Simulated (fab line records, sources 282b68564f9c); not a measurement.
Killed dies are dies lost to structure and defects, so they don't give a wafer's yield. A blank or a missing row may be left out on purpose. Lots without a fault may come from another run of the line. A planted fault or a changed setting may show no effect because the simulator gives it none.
Which tool did it? | flow rit_cmos | 14 lots, 42 wafers sampled, at 3 steps of a route of 202

WHAT THE GAUGES READ, wafer by wafer
RIT_NSD_TW_MEAS_10.
lot  | measured    | on            | NSD_TW
L246 | day 3 16:12 | film_metro-03 | 3172 3176 3176
L248 | day 3 21:53 | film_metro-01 | 3089 3107 3096
L247 | day 3 22:15 | film_metro-03 | 3147 3168 3174
L249 | day 4 03:52 | film_metro-03 | 3157 3156 3153
L250 | day 4 07:14 | film_metro-03 | 3145 3152 3142
L251 | day 4 14:41 | film_metro-03 | 3153 3159 3163
L252 | day 4 16:55 | film_metro-03 | 3168 3168 3163
L254 | day 4 20:08 | film_metro-03 | 3144 3136 3158
L257 | day 5 13:05 | film_metro-04 | 1654 1660 1664
L258 | day 5 15:43 | film_metro-01 | 3073 3083 3075
L260 | day 5 23:20 | film_metro-04 | 1657 1648 1641
L266 | day 7 07:09 | film_metro-04 | 3114 3112 3107
L267 | day 7 13:43 | film_metro-01 | 3060 3082 3083
L268 | day 7 19:03 | film_metro-03 | 3172 3161 3169

RIT_SDANNEAL_RS_MEAS_05: measures by four-point-probe.
lot  | measured    | on            | NSD_RS (ohm/sq)
L246 | day 3 18:34 | film_metro-01 | 84.83 84.87 84.61
L248 | day 4 00:10 | film_metro-04 | 83.93 83.81 83.92
L247 | day 4 00:34 | film_metro-01 | 84.81 84.64 84.91
L249 | day 4 06:10 | film_metro-04 | 84.44 84.38 84.44
L250 | day 4 09:25 | film_metro-03 | 84.25 84.17 84.52
L251 | day 4 16:51 | film_metro-01 | 84.36 84.40 84.34
L252 | day 4 18:57 | film_metro-04 | 84.46 84.43 84.25
L254 | day 4 22:41 | film_metro-04 | 84.72 84.65 85.04
L257 | day 5 15:07 | film_metro-03 | 488.86 477.94 485.23
L258 | day 5 17:58 | film_metro-01 | 84.58 84.42 84.43
L260 | day 6 01:25 | film_metro-03 | 488.85 494.01 495.69
L266 | day 7 09:11 | film_metro-03 | 84.21 84.26 84.33
L267 | day 7 15:47 | film_metro-04 | 84.46 84.47 84.64
L268 | day 7 21:16 | film_metro-03 | 84.11 84.18 84.36

WHICH TOOL RAN EACH LOT (tool, then ch and the chambers of the sampled wafers, then the start)
lot  | RIT_NSD_IMPLANT_08
L246 | implanter-02 ch 0, day 3 15:54
L248 | implanter-02 ch 0, day 3 21:34
L247 | implanter-03 ch 0, day 3 21:56
L249 | implanter-03 ch 0, day 4 03:32
L250 | implanter-03 ch 0, day 4 06:55
L251 | implanter-01 ch 0, day 4 14:23
L252 | implanter-02 ch 0, day 4 16:36
L254 | implanter-03 ch 0, day 4 19:49
L257 | implanter-03 ch 0, day 5 12:46
L258 | implanter-01 ch 0, day 5 15:24
L260 | implanter-03 ch 0, day 5 23:01
L266 | implanter-01 ch 0, day 7 06:49
L267 | implanter-01 ch 0, day 7 13:26
L268 | implanter-02 ch 0, day 7 18:46
- RIT_NSD_IMPLANT_08

WHAT THE TOOLS THEMSELVES READ (means of the sampled wafers that have a number; where no wafer has one, the mark that the record gives instead)
RIT_NSD_IMPLANT_08.
lot  | tool         | dose_ions_cm2 | end_station_pressure_torr (Torr) | faraday_current_uA
L246 | implanter-02 | 1e+15         | 7.2e-06                          | 3067
L248 | implanter-02 | 1e+15         | 7.6e-06                          | 3099
L247 | implanter-03 | 1e+15         | 7.5e-06                          | 3157
L249 | implanter-03 | 1e+15         | 7.2e-06                          | 3178
L250 | implanter-03 | 1e+15         | 7.7e-06                          | 3104
L251 | implanter-01 | 1e+15         | 7.6e-06                          | 3092
L252 | implanter-02 | 1e+15         | 7.4e-06                          | 3156
L254 | implanter-03 | 1e+15         | 7.6e-06                          | 3105
L257 | implanter-03 | 1e+14         | 5.3e-06                          | 311
L258 | implanter-01 | 1e+15         | 7.4e-06                          | 3185
L260 | implanter-03 | 1e+14         | 5.4e-06                          | 322
L266 | implanter-01 | 1e+15         | 7.3e-06                          | 3150
L267 | implanter-01 | 1e+15         | 7.5e-06                          | 3110
L268 | implanter-02 | 1e+15         | 7.4e-06                          | 3148

THE ANSWER, worked out from the rows above alone
Rule: what is usual is taken from the lots themselves. Put in order of their means at a reading, lots are off if they are a third of the lots or fewer, leave a main group of 4 or more, and stand apart from it by a gap of 3 or more times the standard deviation of the main group's means; of several such gaps the widest counts. A main group whose means are all the same, to the digits that the tables above print for the reading, isn't used. A lot without any number at a reading at which 4 lots or more have one is off too. The other lots that the step has rows for count as sound. The gauges are gone through in route order, then the tools' own readings, and for those a lot's mean is taken as printed above. The first step at which some lot is off is used, and at that step the reading that is off furthest; a lot without a number counts as furthest.
Off: L257, L260, at RIT_NSD_TW_MEAS_10 (NSD_TW). The main group: mean 3136, standard deviation 35.
A tool fits if, at a process step before that reading, it ran every lot that is off, and no sound lot after the first of them. The gauges at RIT_NSD_TW_MEAS_10 aren't tried: what is off there is off at RIT_SDANNEAL_RS_MEAS_05 too, on other tools, and a gauge's error can't cause that. One fits: implanter-03 at RIT_NSD_IMPLANT_08. Its last sound lot is L254 (day 4 19:49), its first lot that is off L257 (day 5 12:46): a fault that began between those two fits.
The tool's own readings at RIT_NSD_IMPLANT_08 bear it out: on the lots that are off they differ by more than 5 times the standard deviation of the sound lots' means. dose_ions_cm2 reads 1e+14 there against 1e+15 on the sound lots; end_station_pressure_torr reads 5.3e-06 Torr there against 7.4e-06 Torr on the sound lots; faraday_current_uA reads 316 there against 3129 on the sound lots.

WHAT THE SIMULATOR HAD PUT IN
Process parameter drift: implanter-03, from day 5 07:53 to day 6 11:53, at RIT_NSD_IMPLANT_08. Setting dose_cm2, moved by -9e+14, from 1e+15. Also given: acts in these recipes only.
Lots struck among those shown: L257, L260. The rule above found the same.
